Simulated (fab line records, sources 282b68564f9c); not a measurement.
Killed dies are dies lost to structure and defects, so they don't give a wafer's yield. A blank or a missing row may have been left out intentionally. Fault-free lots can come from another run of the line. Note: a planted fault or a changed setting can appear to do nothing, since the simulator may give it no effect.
Comparing a struck lot with a sound one :: flow ritCmos :: 15 steps out of a route of 202
Sound: the wafers L440.1, L440.2, L440.3. Struck: wafers L456.1, L456.2, L456.4. At the end, the cause is stated.
Each step with rows lists, per side, the tool, then ch with its chambers, then its first start. Under that, the readings that differ: sound wafers :: struck wafers :: difference of the means :: sigmas: that difference in standard deviations of wafers without a fault.
alike: readings with means less than 2 such deviations apart, plus words and numbers identical on both sides. not compared: withheld readings, readings lacking a value on some wafer, bounds such as >300 that could conceal the same value, and numbers that have no deviation in the record and whose values overlap.
Wherever a step has rows on one side only, a row that says differs or no value, or a row with sigmas, the two part there. Numbers that have no deviation but don't overlap get no sigmas and don't part them. A reading missing from all wafers of one side parts the sides only when that side holds two or more wafers.

first, 5 steps without rows for these wafers: RIT_PRETRO_COAT_01 (resist thk 1300 nm); RIT_PRETRO_SOFTBAKE_02 (time 60 s); RIT_PRETRO_EXPOSE_03 (exposes mask M5, target cd 43700 nm); RIT_PRETRO_PEB_04; RIT_PRETRO_DEVELOP_05 (develop time 68 s).
RIT_PRETRO_OVL_MEAS_06:
  sound on overlay-01 at day 2 08:34; struck on overlay-02 at day 5 17:51
  alike: PRETRO_OVL
then, 2 steps without rows for these wafers: RIT_PRETRO_HARDBAKE_07 (time 120 s); RIT_PRETRO_IMPLANT_08.
RIT_PRETRO_STRIP_09: strips in O2, time 180 s.
  sound on plasmaAsher-03 ch 0,1, day 2 09:00; struck on plasmaAsher-02 ch 0,1, day 5 18:17
  alike: drypumpMotorCurrentA, rfReflPowerW
  not compared: rfHoursCounterH
RIT_PRETRO_TW_MEAS_10:
  sound on filmMetro-04 at day 2 09:11; struck on filmMetro-04 at day 5 18:28
  alike: PRETRO_TW
then, 2 steps without rows for these wafers: RIT_GATE_WET_ETCH_00 (etches SiO2 in BOE, target depth 56 nm, time 60 s); RIT_GATE_CLEAN_01 (cleans in SC1, time 600 s).
RIT_GATE_CLEAN_02: cleans in dHF, time 30 s.
  sound on wetBench-02 ch 0, day 2 09:26; struck on wetBench-03 ch 1, day 5 18:43
reading: runLengthS (s)
sound: 57.1 57.1 57.1
struck: 78.2 78.2 78.2
difference: +21.1
sigmas: +9
then, 1 step without rows for these wafers: RIT_GATE_CLEAN_03 (cleans in SC2, time 600 s).
RIT_M1_PROBE_99:
  sound on prober-01 at day 3 15:26; struck on prober-02 at day 6 22:01
  alike: killedAtContacts, killedAtFrontEnd, killedDies, killedOpen, killedShort

== WHERE THEY PART ==
At RIT_GATE_CLEAN_02 and nowhere else, as far as this record goes. Later steps at which nothing parts them and some readings are alike: RIT_M1_PROBE_99.

WHY: what the simulator had put in
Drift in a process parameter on wetBench-03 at RIT_GATE_CLEAN_02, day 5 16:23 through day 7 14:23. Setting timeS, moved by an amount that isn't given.
